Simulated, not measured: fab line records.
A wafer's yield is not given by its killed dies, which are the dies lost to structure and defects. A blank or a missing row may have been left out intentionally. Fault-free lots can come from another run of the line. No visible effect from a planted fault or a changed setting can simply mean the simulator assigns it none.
fab line records	flow rit_cmos
[record] lots = 15	wafers = 45	last_day = 7
route steps=202 shown NLDD@105 SPACER@129 NSD@137 M1@198
lots that met no fault: taken from a fault-free run of the same line
start_h: hours from the record's first day to the start of the lot's first wafer shown	wait_h: hours from the lot's prior step to this one	" as in the row above	L1.1+2: a single row standing in for several wafers	- either no value or no given start	* or withheld: withheld	< > ~ a bound
route shown NAME@n: names a module that has steps shown in the file, with the first one's number in the route	usual: average and standard deviation across the fault-free wafers	same: alike in all rows	chamber/n: place in a boat	sites: each site's reading	_std_site: the standard deviation of these	_edge_site: inner sites' mean taken away from outer sites' mean	radius_mm: for every site, how far away it sits from the centre of the wafer	mask NAME#n: copy n	behind: tool/chamber where the wafer was last shaped	hold: why the lot went on hold/how many hours it stayed there/how the hold came to an end	device: which transistor (n, p or np) failed to switch	end of line: at the end of the route, the tests of the same wafers	for a step that has no rows: nothing shown but its recipe	killed: at the first sort, the dies lost to defects and structure; wafer yield is something else	map: per-die view of a wafer (x killed, . not killed, _ where there is no die)
set.NAME: the setting that was run; set.NAME@STEP: the one run at that earlier step	model.NAME: the simulator's own value behind a step, which no gauge read
a sample of lots followed through the steps of the route, with each step as a table and each wafer as a row
services: when a tool's chamber went out of use (start_h, in hours from the record's first day, below 0 if earlier), for how many hours, and the reason
[[steps]]
[step RIT_NLDD_SOFTBAKE_02]
[recipe] resist = NOVOLAK	temp_c = 90	time_s = 62.36
[usual] plate_sensor_t_centre_C = 90.968/0.0099	plate_sensor_t_edge_C = 91.021/0.0097
lot.wafer	tool	chamber	start_h	wait_h	plate_sensor_t_centre_C	plate_sensor_t_edge_C
L122.1	litho_track-04	0	48.69	0.1	90.959	91.012
L122.2	"	0	"	"	90.972	91.014
L122.5	"	0	"	"	90.963	91.022
L124.1	litho_track-04	0	56.28	0.1	90.963	91.040
L124.3	"	0	"	"	90.957	91.020
L124.4	"	0	"	"	90.950	91.022
L125.2	litho_track-03	0	61.54	0.1	90.966	91.023
L125.5	"	0	"	"	90.991	91.029
L125.6	"	0	"	"	90.986	91.020
L126.1	litho_track-01	0	67.06	0.1	90.978	91.018
L126.2	"	0	"	"	90.970	91.006
L126.5	"	0	"	"	90.961	91.019
L127.3	litho_track-04	0	72.47	0.1	90.971	91.027
L127.5	"	0	"	"	90.973	91.025
L127.6	"	0	"	"	90.978	91.018
L128.2	litho_track-03	0	81.68	0.1	90.973	91.021
L128.3	"	0	"	"	90.969	91.017
L128.6	"	0	"	"	90.957	91.029
L130.1	litho_track-01	0	90.19	0.1	90.969	91.028
L130.2	"	0	"	"	90.975	91.034
L130.4	"	0	"	"	90.967	91.004
L132.2	litho_track-04	0	98.64	0.1	90.963	91.032
L132.3	"	0	"	"	90.967	91.022
L132.4	"	0	"	"	90.973	91.032
L134.2	litho_track-04	0	106.44	0.1	90.996	91.034
L134.3	"	0	"	"	90.970	91.026
L134.6	"	0	"	"	90.968	91.020
L135.3	litho_track-03	0	110.40	0.1	90.978	91.014
L135.5	"	0	"	"	90.958	91.023
L135.6	"	0	"	"	90.964	91.015
L136.2	litho_track-04	0	116.38	0.1	90.939	91.031
L136.3	"	0	"	"	90.965	91.038
L136.5	"	0	"	"	90.969	91.023
L139.1	litho_track-01	0	130.11	0.1	90.963	91.022
L139.3	"	0	"	"	90.972	91.030
L139.6	"	0	"	"	90.971	91.016
L140.1	litho_track-03	0	135.10	0.1	90.970	91.000
L140.2	"	0	"	"	90.961	91.017
L140.4	"	0	"	"	90.967	91.019
L142.1	litho_track-04	0	146.57	0.1	90.962	91.026
L142.2	"	0	"	"	90.957	91.007
L142.5	"	0	"	"	90.962	91.024
L144.2	litho_track-03	0	155.27	0.1	90.976	91.041
L144.4	"	0	"	"	90.966	91.022
L144.6	"	0	"	"	90.977	91.011
[step RIT_SPACER_THK_MEAS_04]
[recipe] reads = Si3N4_of_SPACER_CVD_03
[usual] SPACER_NITRIDE_THK = 249.4/2.3
lot.wafer	tool	chamber	start_h	wait_h	SPACER_NITRIDE_THK[nm]
L122.1	film_metro-04	-	54.85	0.0	249.6
L122.2	"	-	"	"	247.8
L122.5	"	-	"	"	247.1
L124.1	film_metro-03	-	61.13	0.0	248.7
L124.3	"	-	"	"	246.1
L124.4	"	-	"	"	247.6
L125.2	film_metro-01	-	66.53	0.0	249.6
L125.5	"	-	"	"	251.1
L125.6	"	-	"	"	252.2
L126.1	film_metro-04	-	71.91	0.0	249.3
L126.2	"	-	"	"	249.3
L126.5	"	-	"	"	249.1
L127.3	film_metro-01	-	78.51	0.0	250.7
L127.5	"	-	"	"	248.4
L127.6	"	-	"	"	250.9
L128.2	film_metro-03	-	87.57	0.0	247.4
L128.3	"	-	"	"	244.8
L128.6	"	-	"	"	247.8
L130.1	film_metro-01	-	95.45	0.0	248.3
L130.2	"	-	"	"	246.7
L130.4	"	-	"	"	246.5
L132.2	film_metro-01	-	103.98	0.0	248.3
L132.3	"	-	"	"	247.6
L132.4	"	-	"	"	248.8
L134.2	film_metro-04	-	111.41	0.0	247.8
L134.3	"	-	"	"	247.1
L134.6	"	-	"	"	248.7
L135.3	film_metro-03	-	115.36	0.0	246.5
L135.5	"	-	"	"	248.2
L135.6	"	-	"	"	248.2
L136.2	film_metro-01	-	121.52	0.0	251.2
L136.3	"	-	"	"	252.8
L136.5	"	-	"	"	251.4
L139.1	film_metro-03	-	135.21	0.0	248.7
L139.3	"	-	"	"	249.8
L139.6	"	-	"	"	250.7
L140.1	film_metro-01	-	139.94	0.0	251.9
L140.2	"	-	"	"	250.1
L140.4	"	-	"	"	250.3
L142.1	film_metro-04	-	151.63	0.0	247.0
L142.2	"	-	"	"	248.5
L142.5	"	-	"	"	251.1
L144.2	film_metro-04	-	160.21	0.0	248.2
L144.4	"	-	"	"	250.2
L144.6	"	-	"	"	250.1
[step RIT_NSD_OVL_MEAS_06]
[usual] NSD_OVL = 0.4/1.2
lot.wafer	tool	chamber	start_h	wait_h	NSD_OVL[nm]
L122.1	overlay-01	-	56.03	-	2.3
L122.2	"	-	"	"	1.9
L122.5	"	-	"	"	0.4
L124.1	overlay-01	-	62.19	-	1.5
L124.3	"	-	"	"	1.5
L124.4	"	-	"	"	2.8
L125.2	overlay-01	-	67.60	-	0.2
L125.5	"	-	"	"	0.8
L125.6	"	-	"	"	0.9
L126.1	overlay-01	-	72.97	-	1.4
L126.2	"	-	"	"	-0.1
L126.5	"	-	"	"	-0.2
L127.3	overlay-02	-	79.69	-	0.5
L127.5	"	-	"	"	2.2
L127.6	"	-	"	"	-1.5
L128.2	overlay-02	-	88.63	-	-1.0
L128.3	"	-	"	"	-1.1
L128.6	"	-	"	"	0.2
L130.1	overlay-01	-	96.63	-	1.8
L130.2	"	-	"	"	1.5
L130.4	"	-	"	"	2.2
L132.2	overlay-02	-	105.04	-	0.5
L132.3	"	-	"	"	1.1
L132.4	"	-	"	"	-0.1
L134.2	overlay-02	-	112.77	-	1.3
L134.3	"	-	"	"	0.6
L134.6	"	-	"	"	1.4
L135.3	overlay-02	-	116.53	-	-0.2
L135.5	"	-	"	"	2.2
L135.6	"	-	"	"	2.1
L136.2	overlay-01	-	122.70	-	0.8
L136.3	"	-	"	"	-1.7
L136.5	"	-	"	"	-3.0
L139.1	overlay-02	-	136.87	-	3.5
L139.3	"	-	"	"	1.4
L139.6	"	-	"	"	-0.6
L140.1	overlay-01	-	141.12	-	0.0
L140.2	"	-	"	"	0.4
L140.4	"	-	"	"	0.8
L142.1	overlay-02	-	152.89	-	0.4
L142.2	"	-	"	"	0.0
L142.5	"	-	"	"	0.8
L144.2	overlay-02	-	161.45	-	1.9
L144.4	"	-	"	"	-0.3
L144.6	"	-	"	"	0.1
[step RIT_M1_STRIP_14]
[recipe] chemistry = O2	time_s = 180	platen_temp_c = withheld	power_w = 500	pressure_mtorr = 4000	o2_flow_sccm = 4000
[usual] drypump_motor_current_A = 5.6/0.43	run_length_s = 208.2/0.43
lot.wafer	tool	chamber	start_h	wait_h	drypump_motor_current_A	rf_hours_counter_h	run_length_s
L122.1	plasma_asher-02	1	64.47	0.0	5.4	41	208.0
L122.2	"	0	"	"	5.7	41	208.4
L122.5	"	1	"	"	5.4	-	208.1
L124.1	plasma_asher-03	1	70.49	0.0	5.7	42	208.4
L124.3	"	0	"	"	5.7	-	207.8
L124.4	"	1	"	"	5.8	-	208.6
L125.2	plasma_asher-03	0	75.66	0.0	5.8	43	207.5
L125.5	"	1	"	"	5.7	-	208.2
L125.6	"	0	"	"	5.7	-	207.7
L126.1	plasma_asher-01	0	80.74	0.0	6.2	45	207.9
L126.2	"	1	"	"	4.8	45	208.6
L126.5	"	0	"	"	6.2	-	207.8
L127.3	plasma_asher-02	1	87.59	0.1	5.4	-	208.2
L127.5	"	1	"	"	5.4	-	208.1
L127.6	"	0	"	"	5.7	-	208.5
L128.2	plasma_asher-01	1	96.99	0.0	4.8	46	208.6
L128.3	"	1	"	"	4.8	-	208.5
L128.6	"	0	"	"	6.2	-	207.5
L130.1	plasma_asher-01	0	104.94	0.0	6.2	47	207.8
L130.2	"	1	"	"	4.8	47	208.9
L130.4	"	1	"	"	4.8	-	209.0
L132.2	plasma_asher-03	0	113.28	0.0	5.8	47	207.5
L132.3	"	0	"	"	5.8	-	208.2
L132.4	"	1	"	"	5.7	-	208.3
L134.2	plasma_asher-01	0	120.82	0.0	6.2	49	208.2
L134.3	"	1	"	"	4.8	-	160.1
L134.6	"	0	"	"	6.2	-	207.7
L135.3	plasma_asher-02	0	124.47	0.1	5.7	-	208.4
L135.5	"	0	"	"	5.7	-	208.4
L135.6	"	1	"	"	5.4	-	208.5
L136.2	plasma_asher-03	1	130.57	0.0	5.7	49	208.2
L136.3	"	0	"	"	5.7	-	207.8
L136.5	"	1	"	"	5.7	-	208.7
L139.1	plasma_asher-01	1	144.73	0.0	4.8	51	159.9
L139.3	"	0	"	"	6.2	-	208.0
L139.6	"	0	"	"	6.2	-	207.9
L140.1	plasma_asher-01	1	149.29	0.0	4.8	52	160.3
L140.2	"	0	"	"	6.2	52	207.8
L140.4	"	0	"	"	6.2	-	207.5
L142.1	plasma_asher-03	0	160.92	0.0	5.7	53	207.5
L142.2	"	1	"	"	5.7	53	208.8
L142.5	"	0	"	"	5.7	-	207.5
L144.2	plasma_asher-02	0	169.63	0.0	5.8	5	208.6
L144.4	"	1	"	"	5.4	-	208.0
L144.6	"	1	"	"	5.3	-	208.0
[step RIT_M1_PROBE_99]
[usual] defect_limited_yield = 97.4/1.1	killed_at_M0_to_M3 = 0.0/0.14	killed_at_contacts = 0.0/0.22	killed_at_front_end = 6.9/3	killed_dies = 6.9/3	killed_open = 3.5/2	killed_short = 3.4/2.1	sort_bin_3_pad_short = 0.1/0.23	sort_bin_5_function = 1.5/0.85	sort_bin_6_memory = 1.0/0.59	sort_n_pass = 257.1/3	sort_yield_pct = 97.4/1.1
[same] gross_dies = 264	killed_at_M4_up = 0	killed_at_back_side = 0	killed_at_other = 0
lot.wafer	tool	chamber	start_h	wait_h	defect_limited_yield[%]	killed_at_M0_to_M3	killed_at_contacts	killed_at_front_end	killed_dies	killed_open	killed_short	sort_bin_3_pad_short[%]	sort_bin_5_function[%]	sort_bin_6_memory[%]	sort_n_pass	sort_yield_pct[%]
L122.1	prober-02	-	66.48	0.1	94.3	0	1	14	15	10	5	0	3.4	2.3	249.0	94.3
L122.2	prober-02	-	66.53	0.1	96.6	0	0	9	9	7	1	0	1.9	1.5	255.0	96.6
L122.5	prober-02	-	66.68	0.2	96.2	0	0	10	10	4	5	0	2.7	1.1	254.0	96.2
L124.1	prober-02	-	73.68	0.1	96.2	0	0	10	10	6	4	0.4	1.9	1.5	254.0	96.2
L124.3	prober-02	-	73.78	0.2	97.3	0	1	6	7	5	2	0	1.1	1.5	257.0	97.3
L124.4	prober-02	-	73.83	0.2	98.5	0	0	4	4	4	0	0	1.5	0	260.0	98.5
L125.2	prober-01	-	78.27	0.1	98.5	0	0	4	4	1	3	0	1.1	0.4	260.0	98.5
L125.5	prober-01	-	78.42	0.2	96.6	0	0	9	9	3	6	0	2.7	0.8	255.0	96.6
L125.6	prober-01	-	78.47	0.2	97.3	0	0	7	7	3	4	0	0.4	2.3	257.0	97.3
L126.1	prober-02	-	82.84	0.1	96.6	0	0	9	9	3	6	0.4	1.9	1.1	255.0	96.6
L126.2	prober-02	-	82.89	0.1	97.7	0	0	6	6	3	3	0	1.5	0.8	258.0	97.7
L126.5	prober-02	-	83.04	0.2	98.1	0	0	5	5	2	3	0	1.5	0.4	259.0	98.1
L127.3	prober-01	-	89.54	0.2	97.3	0	0	7	7	4	3	0	1.5	1.1	257.0	97.3
L127.5	prober-01	-	89.64	0.2	99.6	0	0	1	1	0	1	0	0.4	0	263.0	99.6
L127.6	prober-01	-	89.69	0.2	98.1	0	0	5	5	2	3	0	1.5	0.4	259.0	98.1
L128.2	prober-02	-	99.92	0.1	94.7	0	0	14	14	8	6	1.1	3.0	1.1	250.0	94.7
L128.3	prober-02	-	99.97	0.2	97.0	0	0	8	8	3	5	1.1	0.8	1.1	256.0	97.0
L128.6	prober-02	-	100.12	0.2	96.6	1	0	8	9	0	9	0.4	1.9	1.1	255.0	96.6
L130.1	prober-02	-	106.86	0.1	98.5	0	0	4	4	3	1	0.4	0	1.1	260.0	98.5
L130.2	prober-02	-	106.91	0.1	97.7	0	1	5	6	2	4	0.4	1.1	0.8	258.0	97.7
L130.4	prober-02	-	107.01	0.2	97.7	0	0	6	6	3	3	0	1.9	0.4	258.0	97.7
L132.2	prober-02	-	115.87	0.1	97.0	0	0	8	8	4	4	0.4	0.8	1.9	256.0	97.0
L132.3	prober-02	-	115.92	0.2	98.1	0	0	5	5	2	3	0.4	0.4	1.1	259.0	98.1
L132.4	prober-02	-	115.97	0.2	98.5	0	0	4	4	3	1	0	0.4	1.1	260.0	98.5
L134.2	prober-02	-	123.52	0.1	95.8	0	0	11	11	4	7	0.4	2.7	1.1	253.0	95.8
L134.3	prober-02	-	123.57	0.2	97.0	0	0	8	8	6	2	0	1.9	1.1	256.0	97.0
L134.6	prober-02	-	123.72	0.2	96.6	0	0	9	9	4	5	0.4	1.5	1.5	255.0	96.6
L135.3	prober-01	-	126.43	0.2	97.7	0	0	6	6	4	2	0	0.8	1.5	258.0	97.7
L135.5	prober-01	-	126.53	0.2	98.1	0	0	5	5	3	2	0	1.9	0	259.0	98.1
L135.6	prober-01	-	126.58	0.2	96.6	0	0	9	9	4	5	0.4	1.9	1.1	255.0	96.6
L136.2	prober-02	-	132.54	0.1	97.3	0	0	7	7	3	4	0	1.9	0.8	257.0	97.3
L136.3	prober-02	-	132.59	0.2	98.9	0	0	3	3	1	2	0	0.4	0.8	261.0	98.9
L136.5	prober-02	-	132.69	0.2	98.5	0	0	4	4	3	1	0	0.8	0.8	260.0	98.5
L139.1	prober-01	-	146.64	0.1	97.3	0	0	7	7	2	4	0	1.1	1.5	257.0	97.3
L139.3	prober-01	-	146.74	0.2	98.5	0	0	4	4	2	2	0	1.1	0.4	260.0	98.5
L139.6	prober-01	-	146.89	0.2	97.0	0	0	8	8	4	4	0	1.5	1.5	256.0	97.0
L140.1	prober-02	-	151.30	0.1	97.7	0	0	6	6	3	3	0	1.1	1.1	258.0	97.7
L140.2	prober-02	-	151.35	0.1	97.7	0	0	6	6	5	1	0	1.5	0.8	258.0	97.7
L140.4	prober-02	-	151.45	0.2	97.3	0	0	7	7	2	5	0.4	1.9	0.4	257.0	97.3
L142.1	prober-02	-	162.84	0.1	97.3	0	0	7	7	3	4	0	1.5	1.1	257.0	97.3
L142.2	prober-02	-	162.89	0.1	97.3	0	0	7	7	5	2	0.4	1.1	1.1	257.0	97.3
L142.5	prober-02	-	163.04	0.2	97.7	0	0	6	6	3	3	0	1.5	0.8	258.0	97.7
L144.2	prober-02	-	171.60	0.1	98.9	0	0	3	3	1	2	0	0.4	0.8	261.0	98.9
L144.4	prober-02	-	171.70	0.2	98.9	0	0	3	3	2	1	0	1.1	0	261.0	98.9
L144.6	prober-02	-	171.80	0.2	98.5	0	0	4	4	3	1	0	0.8	0.8	260.0	98.5
// killed by level:class
L122.1 SPACER:geometric_particle:open=3 SILICIDE:geometric_particle:open=3 FOX1:geometric_particle:short=2 FOX1:geometric_particle:open=2 FOX2:geometric_particle:short=1 GATE:geometric_particle:short=1 GATE:geometric_particle:open=1 SILICIDE:geometric_particle:short=1
L122.2 FOX2:geometric_particle:open=2 GATE:geometric_particle:open=2 FOX1:geometric_particle:open=1 FOX2:geometric_particle:short=1 SPACER:geometric_particle:open=1 SILICIDE:geometric_particle:open=1 ACTIVE:coat_microbubble_printed=1
L122.5 GATE:geometric_particle:open=2 SPACER:geometric_particle:short=2 FOX1:geometric_particle:open=1 FOX1:geometric_particle:short=1 FOX2:geometric_particle:open=1 FOX2:geometric_particle:short=1 GATE:geometric_particle:short=1 NWELL:coat_microbubble_printed=1
L124.1 GATE:geometric_particle:open=4 REOX:geometric_particle:short=2 FOX1:geometric_particle:open=1 FOX2:geometric_particle:short=1 GATE:geometric_particle:short=1 SPACER:geometric_particle:open=1
L124.3 GATE:geometric_particle:short=2 GATE:geometric_particle:open=2 FOX1:geometric_particle:open=1 REOX:geometric_particle:open=1 CONTACT:geometric_particle:open=1
L124.4 GATE:geometric_particle:open=2 SPACER:geometric_particle:open=1 SILICIDE:geometric_particle:open=1
L125.2 GATE:geometric_particle:short=2 FOX1:geometric_particle:short=1 REOX:geometric_particle:open=1
L125.5 GATE:geometric_particle:short=3 REOX:geometric_particle:short=2 SPACER:geometric_particle:open=2 GATE:geometric_particle:open=1 SPACER:geometric_particle:short=1
L125.6 GATE:geometric_particle:short=2 FOX1:geometric_particle:open=1 FOX2:geometric_particle:short=1 GATE:geometric_particle:open=1 SPACER:geometric_particle:open=1 SPACER:geometric_particle:short=1
L126.1 REOX:geometric_particle:short=3 GATE:geometric_particle:short=2 FOX1:geometric_particle:open=1 GATE:geometric_particle:open=1 SILICIDE:geometric_particle:open=1 SILICIDE:geometric_particle:short=1
L126.2 GATE:geometric_particle:short=3 GATE:geometric_particle:open=3
L126.5 SPACER:geometric_particle:short=3 GATE:geometric_particle:open=1 SILICIDE:geometric_particle:open=1
L127.3 REOX:geometric_particle:open=3 FOX2:geometric_particle:open=1 FOX2:geometric_particle:short=1 GATE:geometric_particle:short=1 SPACER:geometric_particle:short=1
L127.5 GATE:geometric_particle:short=1
L127.6 FOX1:geometric_particle:short=1 FOX2:geometric_particle:short=1 GATE:geometric_particle:short=1 GATE:geometric_particle:open=1 REOX:geometric_particle:open=1
L128.2 GATE:geometric_particle:open=4 GATE:geometric_particle:short=3 FOX1:geometric_particle:open=2 SPACER:geometric_particle:open=2 FOX2:geometric_particle:short=1 SPACER:geometric_particle:short=1 SILICIDE:geometric_particle:short=1
L128.3 SPACER:geometric_particle:short=4 GATE:geometric_particle:open=2 GATE:geometric_particle:short=1 SPACER:geometric_particle:open=1
L128.6 GATE:geometric_particle:short=3 FOX1:geometric_particle:short=2 FOX2:geometric_particle:short=2 SPACER:geometric_particle:short=1 M1:geometric_particle:short=1
L130.1 GATE:geometric_particle:open=2 GATE:geometric_particle:short=1 SPACER:geometric_particle:open=1
L130.2 GATE:geometric_particle:open=2 FOX1:geometric_particle:short=1 REOX:geometric_particle:short=1 SILICIDE:geometric_particle:short=1 CONTACT:geometric_particle:short=1
L130.4 FOX1:geometric_particle:short=1 GATE:geometric_particle:short=1 GATE:geometric_particle:open=1 REOX:geometric_particle:open=1 SPACER:geometric_particle:short=1 SILICIDE:geometric_particle:open=1
L132.2 GATE:geometric_particle:open=3 GATE:geometric_particle:short=2 FOX1:geometric_particle:short=1 FOX1:geometric_particle:open=1 SILICIDE:geometric_particle:short=1
L132.3 GATE:geometric_particle:short=2 FOX1:geometric_particle:open=1 GATE:geometric_particle:open=1 SPACER:geometric_particle:short=1
L132.4 FOX1:geometric_particle:open=1 FOX2:geometric_particle:open=1 REOX:geometric_particle:open=1 REOX:geometric_particle:short=1
L134.2 SILICIDE:geometric_particle:short=3 FOX2:geometric_particle:short=2 GATE:geometric_particle:open=2 GATE:geometric_particle:short=2 REOX:geometric_particle:open=1 SILICIDE:geometric_particle:open=1
L134.3 REOX:geometric_particle:open=2 SPACER:geometric_particle:open=2 GATE:geometric_particle:open=1 REOX:geometric_particle:short=1 SPACER:geometric_particle:short=1 SILICIDE:geometric_particle:open=1
L134.6 FOX2:geometric_particle:short=3 SILICIDE:geometric_particle:open=2 GATE:geometric_particle:short=1 GATE:geometric_particle:open=1 REOX:geometric_particle:short=1 SPACER:geometric_particle:open=1
L135.3 SPACER:geometric_particle:short=2 FOX1:geometric_particle:open=1 FOX2:geometric_particle:open=1 REOX:geometric_particle:open=1 SILICIDE:geometric_particle:open=1
L135.5 GATE:geometric_particle:open=3 GATE:geometric_particle:short=2
L135.6 GATE:geometric_particle:open=2 GATE:geometric_particle:short=2 FOX1:geometric_particle:open=1 FOX1:geometric_particle:short=1 FOX2:geometric_particle:short=1 REOX:geometric_particle:short=1 SPACER:geometric_particle:open=1
L136.2 REOX:geometric_particle:short=3 REOX:geometric_particle:open=2 SPACER:geometric_particle:open=1 SILICIDE:geometric_particle:short=1
L136.3 FOX2:geometric_particle:short=1 GATE:geometric_particle:open=1 REOX:geometric_particle:short=1
L136.5 GATE:geometric_particle:open=3 GATE:geometric_particle:short=1
L139.1 FOX1:geometric_particle:open=1 FOX1:geometric_particle:short=1 GATE:geometric_particle:open=1 GATE:geometric_particle:short=1 REOX:geometric_particle:short=1 SPACER:geometric_particle:short=1 NWELL:coat_microbubble_printed=1
L139.3 FOX1:geometric_particle:open=1 GATE:geometric_particle:short=1 SPACER:geometric_particle:short=1 SPACER:geometric_particle:open=1
L139.6 GATE:geometric_particle:open=2 FOX1:geometric_particle:short=1 FOX2:geometric_particle:open=1 GATE:geometric_particle:short=1 REOX:geometric_particle:short=1 REOX:geometric_particle:open=1 SILICIDE:geometric_particle:short=1
L140.1 SPACER:geometric_particle:short=2 FOX1:geometric_particle:open=1 GATE:geometric_particle:short=1 GATE:geometric_particle:open=1 REOX:geometric_particle:open=1
L140.2 GATE:geometric_particle:open=4 GATE:geometric_particle:short=1 SPACER:geometric_particle:open=1
L140.4 REOX:geometric_particle:short=2 FOX2:geometric_particle:short=1 GATE:geometric_particle:open=1 GATE:geometric_particle:short=1 REOX:geometric_particle:open=1 SILICIDE:geometric_particle:short=1
L142.1 FOX1:geometric_particle:open=3 FOX1:geometric_particle:short=1 GATE:geometric_particle:short=1 REOX:geometric_particle:short=1 SILICIDE:geometric_particle:short=1
L142.2 GATE:geometric_particle:open=2 FOX1:geometric_particle:open=1 REOX:geometric_particle:short=1 REOX:geometric_particle:open=1 SPACER:geometric_particle:open=1 SPACER:geometric_particle:short=1
L142.5 GATE:geometric_particle:open=3 GATE:geometric_particle:short=2 REOX:geometric_particle:short=1
L144.2 FOX1:geometric_particle:short=1 SPACER:geometric_particle:open=1 SILICIDE:geometric_particle:short=1
L144.4 GATE:geometric_particle:open=2 SILICIDE:geometric_particle:short=1
L144.6 GATE:geometric_particle:open=2 FOX2:geometric_particle:open=1 GATE:geometric_particle:short=1
[[services]]
tool	chamber	start_h	hours	kind
plasma_asher-03	-	61.16	2.7	repair
plasma_asher-02	-	70.02	8.1	repair
plasma_asher-01	-	74.99	3.2	repair
plasma_asher-01	-	90.39	5.1	repair
plasma_asher-02	-	108.75	9.0	pm
plasma_asher-02	0	108.75	9.0	vent_cycle
plasma_asher-02	1	108.75	9.0	vent_cycle
plasma_asher-01	-	115.79	4.3	repair
plasma_asher-02	0	117.75	-	clean
plasma_asher-02	1	117.75	-	clean
[[key]]
[first_sign] step = RIT_M1_STRIP_14	reading = run_length_s	direction = down	sigmas = 99+	usual = *	struck = *
effect none on later readings
met_at RIT_M1_STRIP_14
struck_lots L134,L139,L140
struck_wafers L134.3,L139.1,L140.1
not_acting_at RIT_NLDD_SOFTBAKE_02,RIT_SPACER_THK_MEAS_04,RIT_NSD_OVL_MEAS_06
onset_between 104.94 120.82
[fault] kind = process_parameter_drift	tool = plasma_asher-01	chamber = 1	onset_h = 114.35	steps = RIT_M1_STRIP_14	channel = time_s	offset = *	shape = step	end_h = 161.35	acts_in = *	stated = *
